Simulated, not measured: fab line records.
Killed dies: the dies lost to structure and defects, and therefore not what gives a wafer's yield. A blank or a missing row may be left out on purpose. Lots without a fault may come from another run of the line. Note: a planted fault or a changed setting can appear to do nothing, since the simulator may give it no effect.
Which of the tools did it?    flow berkeley cmos170    14 lots, 42 wafers sampled, at 7 steps of a route of 331

## WHAT EACH GAUGE READ, for each wafer
UCB170_GATE_CD_MEAS_90: the cd target is 350 nm. Usual: cd nm 350.4 nm, standard deviation 1.5.
lot   measured      on         cd nm (nm)         flag
L196  day 5 20:17   cd sem-02  352.4 353.4 352.7  
L199  day 6 13:20   cd sem-02  351.0 353.6 350.3  
L201  day 6 18:46   cd sem-01  349.2 349.5 349.0  
L202  day 7 06:01   cd sem-02  349.3 349.7 349.1  
L203  day 7 18:19   cd sem-02  349.4 350.0 347.9  
L206  day 7 22:41   cd sem-01  347.6 347.3 348.3  
L204  day 7 22:59   cd sem-02  349.7 349.1 350.4  
L209  day 9 00:38   cd sem-01  353.3 351.0 352.1  
L210  day 9 05:52   cd sem-02  349.0 347.7 348.6  
L213  day 9 15:19   cd sem-02  348.7 348.7 348.1  
L214  day 9 22:45   cd sem-02  349.9 351.3 350.2  
L218  day 10 14:39  cd sem-01  349.3 350.1 349.8  
L217  day 10 14:45  cd sem-01  353.0 352.1 351.4  
L219  day 10 19:47  cd sem-01  349.8 349.6 348.4  

UCB170_NLDD_TW_MEAS_11. Usual: for NLDD_TW the level is 2232 and the standard deviation is 33.
lot   measured      on             NLDD_TW         flag
L196  day 6 00:11   film metro-02  2213 2198 2204  
L199  day 6 18:10   film metro-04  2281 2271 2276  
L201  day 6 22:56   film metro-03  2234 2235 2236  
L202  day 7 11:35   film metro-03  2216 2230 2218  
L203  day 7 23:44   film metro-02  2178 2179 2188  
L206  day 8 02:20   film metro-02  2201 2205 2189  
L204  day 8 02:48   film metro-02  2197 2204 2197  
L209  day 9 04:05   film metro-03  2233 2233 2236  
L210  day 9 11:28   film metro-03  2213 2230 2223  
L213  day 9 18:58   film metro-02  2193 2190 2191  
L214  day 10 04:56  film metro-04  2264 2272 2269  
L218  day 10 19:00  film metro-04  2273 2269 2272  
L217  day 10 19:22  film metro-04  2271 2276 2271  
L219  day 11 00:59  film metro-04  2279 2285 2284  

UCB170_PSD_TW_MEAS_10. Usual: for PSD_TW the level is 2352 and the standard deviation is 35.
lot   measured      on             PSD_TW          flag
L196  day 6 06:32   film metro-04  2399 2372 2395  
L199  day 7 00:02   film metro-03  2334 2348 2345  
L201  day 7 06:08   film metro-03  2339 2338 2340  
L202  day 7 18:01   film metro-04  2406 2392 2387  
L203  day 8 07:16   film metro-03  2238 2230 2245  OFF
L206  day 8 07:41   film metro-03  2228 2236 2218  OFF
L204  day 8 07:45   film metro-04  2392 2401 2405  
L209  day 9 10:11   film metro-04  2396 2395 2393  
L210  day 9 17:36   film metro-04  2384 2384 2389  
L213  day 9 23:55   film metro-04  2399 2393 2389  
L214  day 10 12:21  film metro-03  2347 2352 2342  
L218  day 11 01:34  film metro-02  2298 2310 2298  
L217  day 11 01:23  film metro-02  2306 2311 2307  
L219  day 11 05:14  film metro-02  2306 2312 2313  

UCB170_NSD_CD_MEAS_06: the cd target is 1200 nm. Usual: cd nm 1200.1 nm, standard deviation 1.4.
lot   measured      on         cd nm (nm)            flag
L196  day 6 10:52   cd sem-01  1199.9 1198.5 1197.1  
L199  day 7 04:27   cd sem-01  1201.0 1201.0 1200.4  
L201  day 7 08:05   cd sem-01  1203.5 1202.3 1202.9  
L202  day 7 19:52   cd sem-01  1200.7 1201.5 1202.1  
L203  day 8 08:58   cd sem-01  1198.9 1198.9 1200.4  
L206  day 8 09:09   cd sem-01  1198.1 1197.3 1198.3  
L204  day 8 09:25   cd sem-02  1200.5 1199.7 1201.1  
L209  day 9 12:38   cd sem-01  1201.3 1200.3 1199.1  
L210  day 9 20:09   cd sem-01  1201.5 1202.1 1201.5  
L213  day 10 01:25  cd sem-01  1201.4 1201.7 1200.5  
L214  day 10 14:39  cd sem-02  1199.8 1201.1 1200.7  
L218  day 11 04:02  cd sem-01  1200.6 1199.9 1201.0  
L217  day 11 03:55  cd sem-02  1200.5 1201.4 1199.7  
L219  day 11 07:43  cd sem-01  1200.8 1199.4 1199.2  

UCB170_SDANNEAL_RS_MEAS_02: measurement is done with a four-point probe. Usual: for PSD_RS the level is 75.7 ohm/sq and the standard deviation is 0.33.
lot   measured      on             PSD_RS (ohm/sq)  flag
L196  day 6 12:30   film metro-03  75.9 75.8 76.1   
L199  day 7 08:53   film metro-04  75.4 75.2 75.3   
L201  day 7 10:22   film metro-03  75.4 75.5 75.4   
L202  day 7 21:31   film metro-02  75.4 75.3 75.5   
L203  day 8 10:41   film metro-03  77.3 77.6 77.8   OFF
L206  day 8 13:11   film metro-03  78.3 78.4 78.6   OFF
L204  day 8 13:13   film metro-02  76.4 75.9 75.8   
L209  day 9 14:10   film metro-03  75.6 75.5 75.5   
L210  day 9 23:25   film metro-02  75.7 75.6 75.7   
L213  day 10 02:55  film metro-04  75.6 75.5 75.6   
L214  day 10 16:40  film metro-02  75.7 75.7 75.7   
L218  day 11 05:40  film metro-02  75.8 75.9 76.1   
L217  day 11 05:28  film metro-03  75.5 75.3 75.4   
L219  day 11 09:30  film metro-03  75.6 75.5 75.6   

## WHAT TOOL EACH LOT RAN ON (gives the tool, then ch and the chambers of the sampled wafers, and finally the start)
lot   UCB170_PSD_IMPLANT_08            UCB170_PSD_STRIP_09
L196  implanter-02 ch 0, day 6 06:19   plasma asher-03 ch 0,1, day 6 06:27
L199  implanter-02 ch 0, day 6 23:47   plasma asher-03 ch 0,1, day 6 23:56
L201  implanter-02 ch 0, day 7 05:51   plasma asher-03 ch 0,1, day 7 05:59
L202  implanter-04 ch 0, day 7 17:48   plasma asher-02 ch 0,1, day 7 17:55
L203  implanter-04 ch 0, day 8 07:03   plasma asher-03 ch 0,1, day 8 07:11
L206  implanter-04 ch 0, day 8 07:26   plasma asher-04 ch 0,1, day 8 07:35
L204  implanter-02 ch 0, day 8 07:32   plasma asher-03 ch 0,1, day 8 07:40
L209  implanter-01 ch 0, day 9 09:56   plasma asher-02 ch 0,1, day 9 10:05
L210  implanter-02 ch 0, day 9 17:21   plasma asher-04 ch 0,1, day 9 17:30
L213  implanter-02 ch 0, day 9 23:40   plasma asher-02 ch 0,1, day 9 23:48
L214  implanter-02 ch 0, day 10 12:08  plasma asher-03 ch 0,1, day 10 12:16
L218  implanter-02 ch 0, day 11 01:20  plasma asher-04 ch 0,1, day 11 01:28
L217  implanter-02 ch 0, day 11 01:08  plasma asher-02 ch 0,1, day 11 01:17
L219  implanter-02 ch 0, day 11 05:00  plasma asher-03 ch 0,1, day 11 05:08
- UCB170_PSD_IMPLANT_08
- UCB170_PSD_STRIP_09: strips in O2.

## AS READ BY THE TOOLS THEMSELVES (means over the sampled wafers that have a number; for cases with no such wafer, the mark the record gives instead)
UCB170_PSD_IMPLANT_08. Usual: beam energy keV 19.999, standard deviation 0.0057; end station pressure torr 1.27e-05 Torr, standard deviation 5.8e-07.
lot   tool          beam energy keV  end station pressure torr (Torr)  flag
L196  implanter-02  20.005           1.31e-05                          
L199  implanter-02  20.002           1.24e-05                          
L201  implanter-02  19.998           1.30e-05                          
L202  implanter-04  20.000           1.33e-05                          
L203  implanter-04  16.393           1.23e-05                          OFF
L206  implanter-04  16.396           1.29e-05                          OFF
L204  implanter-02  19.991           1.25e-05                          
L209  implanter-01  19.996           1.29e-05                          
L210  implanter-02  20.002           1.27e-05                          
L213  implanter-02  20.005           1.27e-05                          
L214  implanter-02  20.001           1.29e-05                          
L218  implanter-02  20.004           1.27e-05                          
L217  implanter-02  19.996           1.27e-05                          
L219  implanter-02  20.000           1.29e-05                          

UCB170_PSD_STRIP_09. Usual: drypump motor current A 5.6 A, standard deviation 0.5; oes product au 0.600 a.u., standard deviation 0.0043; strip time to endpoint s 29.38 s, standard deviation 0.073.
lot   tool             drypump motor current A (A)  oes product au (a.u.)  strip time to endpoint s (s)  flag
L196  plasma asher-03  5.7                          0.603                  29.34                         
L199  plasma asher-03  5.7                          0.599                  29.49                         
L201  plasma asher-03  6.0                          0.599                  29.40                         
L202  plasma asher-02  5.4                          0.604                  29.42                         
L203  plasma asher-03  5.7                          0.619                  27.80                         OFF
L206  plasma asher-04  5.6                          0.620                  27.90                         OFF
L204  plasma asher-03  6.0                          0.598                  29.28                         
L209  plasma asher-02  5.5                          0.602                  29.44                         
L210  plasma asher-04  5.1                          0.600                  29.34                         
L213  plasma asher-02  5.6                          0.598                  29.31                         
L214  plasma asher-03  5.9                          0.601                  29.37                         
L218  plasma asher-04  5.6                          0.598                  29.31                         
L217  plasma asher-02  5.6                          0.602                  29.34                         
L219  plasma asher-03  5.7                          0.598                  29.47                         

## THE ANSWER, worked out from the rows above alone
Rule: a lot is off if the mean of its wafers that have a number lies more than 3 standard deviations from the usual mean. A lot without any number at a reading at which 4 lots or more have one is off too. The other lots that the step has rows for count as sound. After the gauges, taken in route order, come the tools' own readings; for these a lot's mean is taken, as printed above. At the first step where some lot is off, the reading lying furthest off is the one used; lots without a number count as furthest.
Off: at UCB170_PSD_TW_MEAS_10 (PSD_TW), L203, L206.
If a tool, at a process step before that reading, ran all the lots that are off and no sound lot after the first of them, it fits. Not tried: the gauges at UCB170_PSD_TW_MEAS_10; whatever is off there is also off at UCB170_PSD_IMPLANT_08, on other tools, and gauge error can't account for it. One candidate fits, namely implanter-04 at UCB170_PSD_IMPLANT_08. Its last sound lot is L202 (day 7 17:48), its first lot that is off L203 (day 8 07:03): a fault that began between those two fits.
The tool's own readings at UCB170_PSD_IMPLANT_08 bear it out: on the lots that are off they differ by more than 5 times the standard deviation of the sound lots' means. beam energy keV reads 16.395 there against 20.000 on the sound lots.

## WHAT WAS PUT IN BY THE SIMULATOR
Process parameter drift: implanter-04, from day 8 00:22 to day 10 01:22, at UCB170_PSD_IMPLANT_08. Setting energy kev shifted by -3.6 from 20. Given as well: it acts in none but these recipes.
Lots struck among those shown: L203, L206. This agrees with what the rule above found.
